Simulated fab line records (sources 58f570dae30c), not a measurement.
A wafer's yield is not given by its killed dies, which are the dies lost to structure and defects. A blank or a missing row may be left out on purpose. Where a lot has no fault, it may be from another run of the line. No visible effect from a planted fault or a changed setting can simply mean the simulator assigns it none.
Which tool did it? :: flow berkeley cmos170 :: Sampling: 11 lots, 33 wafers, 3 of 331 route steps

## WHAT THE GAUGES READ, wafer by wafer
UCB170_SCREENOX_THK_MEAS_02.
lot: L159
measured: day 6 09:04
on: film metro-02
SCREENOX_OXIDE_THK (nm): 14.0 14.0 14.3

lot: L160
measured: day 6 22:31
on: film metro-02
SCREENOX_OXIDE_THK (nm): 14.4 14.5 14.3

lot: L161
measured: day 6 22:31
on: film metro-04
SCREENOX_OXIDE_THK (nm): 14.4 14.7 14.6

lot: L162
measured: day 6 22:35
on: film metro-02
SCREENOX_OXIDE_THK (nm): 14.4 14.5 14.5

lot: L163
measured: day 6 22:32
on: film metro-03
SCREENOX_OXIDE_THK (nm): 14.2 14.2 14.3

lot: L164
measured: day 7 16:32
on: film metro-02
SCREENOX_OXIDE_THK (nm): 14.5 14.2 14.4

lot: L165
measured: day 8 02:27
on: film metro-03
SCREENOX_OXIDE_THK (nm): 13.9 14.0 14.1

lot: L166
measured: day 8 02:28
on: film metro-04
SCREENOX_OXIDE_THK (nm): 14.5 14.7 14.3

lot: L167
measured: day 8 02:27
on: film metro-02
SCREENOX_OXIDE_THK (nm): 14.4 14.7 14.7

lot: L174
measured: day 9 11:04
on: film metro-02
SCREENOX_OXIDE_THK (nm): 9.7 9.6 9.7

lot: L175
measured: day 9 11:05
on: film metro-03
SCREENOX_OXIDE_THK (nm): 9.8 10.0 10.0

## TOOL THAT RAN EACH LOT (tool first, then ch and the chambers of the sampled wafers, then the start)
lot: L159
UCB170_PFIELD_STRIP_08: plasma asher-04 ch 0,1, day 5 01:01
UCB170_SCREENOX_OXIDATION_01: furnace-01 ch 0, day 6 07:23

lot: L160
UCB170_PFIELD_STRIP_08: plasma asher-04 ch 0,1, day 5 13:43
UCB170_SCREENOX_OXIDATION_01: furnace-01 ch 0, day 6 20:50

lot: L161
UCB170_PFIELD_STRIP_08: plasma asher-04 ch 0,1, day 5 13:27
UCB170_SCREENOX_OXIDATION_01: furnace-01 ch 0, day 6 20:50

lot: L162
UCB170_PFIELD_STRIP_08: plasma asher-01 ch 0,1, day 5 13:43
UCB170_SCREENOX_OXIDATION_01: furnace-01 ch 0, day 6 20:50

lot: L163
UCB170_PFIELD_STRIP_08: plasma asher-04 ch 0,1, day 5 14:27
UCB170_SCREENOX_OXIDATION_01: furnace-01 ch 0, day 6 20:50

lot: L164
UCB170_PFIELD_STRIP_08: plasma asher-01 ch 0,1, day 6 05:30
UCB170_SCREENOX_OXIDATION_01: furnace-04 ch 0, day 7 14:52

lot: L165
UCB170_PFIELD_STRIP_08: plasma asher-04 ch 0,1, day 6 15:20
UCB170_SCREENOX_OXIDATION_01: furnace-02 ch 0, day 8 00:47

lot: L166
UCB170_PFIELD_STRIP_08: plasma asher-04 ch 0,1, day 6 15:52
UCB170_SCREENOX_OXIDATION_01: furnace-02 ch 0, day 8 00:47

lot: L167
UCB170_PFIELD_STRIP_08: plasma asher-03 ch 0, day 6 22:01
UCB170_SCREENOX_OXIDATION_01: furnace-02 ch 0, day 8 00:47

lot: L174
UCB170_PFIELD_STRIP_08: plasma asher-04 ch 0, day 8 05:04
UCB170_SCREENOX_OXIDATION_01: furnace-01 ch 0, day 9 09:23

lot: L175
UCB170_PFIELD_STRIP_08: plasma asher-04 ch 0,1, day 8 05:23
UCB170_SCREENOX_OXIDATION_01: furnace-01 ch 0, day 9 09:23
- UCB170_PFIELD_STRIP_08: strips in O2.
- UCB170_SCREENOX_OXIDATION_01: target thk 14.4 nm, ox time 2400 s.

## THE ANSWER, worked out from the rows above alone
Rule: the lots themselves supply what counts as usual. The widest of any qualifying gaps counts: lots, ordered by their means at a reading, are off when they make up no more than a third of the lots, leave a main group of 4 or more, and stand apart from it by 3 or more times the standard deviation of that group's means. A main group whose means are all the same, to the digits that the tables above print for the reading, isn't used. Also off: a lot with no number at a reading for which 4 or more lots have one. All remaining lots with rows at the step are treated as sound.
Off: at UCB170_SCREENOX_THK_MEAS_02 (SCREENOX_OXIDE_THK), L174, L175. Main group: mean 14.4 nm, sd 0.2.
A tool fits if, at a process step before that reading, it ran every lot that is off, and no sound lot after the first of them. Those tools and the gauges at UCB170_SCREENOX_THK_MEAS_02 are tried in the same way. This does not decide it: 2 tools fit, namely plasma asher-04 at UCB170_PFIELD_STRIP_08 and furnace-01 at UCB170_SCREENOX_OXIDATION_01.

## WHAT THE SIMULATOR HAD PUT IN
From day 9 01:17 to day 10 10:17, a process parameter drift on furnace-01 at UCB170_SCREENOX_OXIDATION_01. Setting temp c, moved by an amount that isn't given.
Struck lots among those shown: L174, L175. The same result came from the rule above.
